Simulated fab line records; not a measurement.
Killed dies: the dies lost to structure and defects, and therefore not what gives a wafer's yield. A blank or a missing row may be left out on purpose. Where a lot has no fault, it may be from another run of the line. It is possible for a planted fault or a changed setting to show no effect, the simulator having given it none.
One fault seen from 2 desks :: flow berkeley cmos170 :: each desk holds nothing but its own numbers, with what lay behind them at the end

== AT THE METROLOGY DESK ==
Lot by lot, what the gauges showed, no matter which tool ran the lot: averages of those sampled wafers that carry a number. The brackets show how far a lot's mean lies from the usual mean; more than 4 standard deviations puts the lot out of limits, marked OUT.
Columns: A = V1_OVL at UCB170_V1_OVL_MEAS_13, usual -1 nm; B = cd nm at UCB170_V1_CD_MEAS_90, usual 699.7 nm; C = M2_OVL at UCB170_M2_OVL_MEAS_16, usual 2 nm
lot: L631
first seen here: day 7 21:41
A: -3
B: 701.9
C: 11

lot: L634
first seen here: day 8 06:46
A: -2
B: 697.6
C: 5

lot: L632
first seen here: day 8 08:48
A: 5
B: 697.4
C: -2

lot: L637
first seen here: day 9 03:02
A: 6
B: 697.8
C: -3

lot: L641
first seen here: day 9 14:08
A: 2
B: 700.1
C: 6

lot: L640
first seen here: day 9 14:24
A: -2
B: 700.2
C: 2

lot: L639
first seen here: day 9 14:40
A: 2
B: 699.2
C: 6

lot: L642
first seen here: day 11 00:38
A: 2
B: 699.0
C: 10

lot: L648
first seen here: day 11 16:16
A: -3
B: 710.6 (+7.8) OUT
C: 2

lot: L650
first seen here: day 11 17:08
A: 1
B: 700.2
C: 8

lot: L651
first seen here: day 12 04:10
A: -0
B: 714.4 (+10) OUT
C: 8

lot: L652
first seen here: day 12 05:22
A: -2
B: 700.8
C: 1

lot: L653
first seen here: day 12 06:40
A: -7
B: 700.3
C: 0

lot: L654
first seen here: day 12 14:37
A: -2
B: 700.7
C: 0
This desk finds L648, L651 out of limits, L648 being first, at day 11 16:35 (cd nm at UCB170_V1_CD_MEAS_90). In limits: L631, L634, L632, L637, L641, L640, L639, L642, L650, L652, L653, L654.

== DESK OF THE TOOL OWNER: rie diel-03 ==
The tool's own readings at UCB170_V1_ETCH_14 (etches SiO2 in CHF3/CF4/Ar, stops on Al, target depth 1250 nm, time 291 s): means of the sampled wafers that have a number, for each lot that ran on this tool. The brackets show how far a lot's mean lies from the usual mean; more than 4 standard deviations puts the lot out of limits, marked OUT.
Columns: A = drypump motor current A at UCB170_V1_ETCH_14, usual 5.7 A; B = oes product au at UCB170_V1_ETCH_14, usual 0.875 a.u.; C = rf fwd power W at UCB170_V1_ETCH_14, usual 698.3 W; D = throttle valve pct at UCB170_V1_ETCH_14, usual 6.91 %
lot: L634
first seen here: day 8 06:47
A: 5.9
B: 0.875
C: 697.9
D: 6.81

lot: L641
first seen here: day 9 14:10
A: 5.8
B: 0.873
C: 699.8
D: 6.81

lot: L648
first seen here: day 11 16:18
A: 5.9
B: 0.872
C: 1187.1 (+99 or more) OUT
D: 6.82

lot: L651
first seen here: day 12 04:12
A: 5.6
B: 0.876
C: 1189.5 (+99 or more) OUT
D: 6.86
This desk finds L648, L651 out of limits, L648 being first, at day 11 16:18 (rf fwd power W at UCB170_V1_ETCH_14). In limits: L634, L641.

== TAKEN TOGETHER ==
The tool owner's desk could have raised an alarm at day 11 16:18, on L648, L651.
Metrology desk: alarm possible at day 11 16:35 on L648, L651.
Every lot named ran UCB170_V1_ETCH_14 on rie diel-03.

== WHAT HAD BEEN PUT IN BY THE SIMULATOR ==
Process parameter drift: rie diel-03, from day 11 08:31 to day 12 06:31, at UCB170_V1_ETCH_14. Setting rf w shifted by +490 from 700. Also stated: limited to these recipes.
Shown lots that were struck: L648, L651.
Time in hours from fault onset to the first out-of-limits reading at each desk: tool owner's desk 8, metrology desk 8.
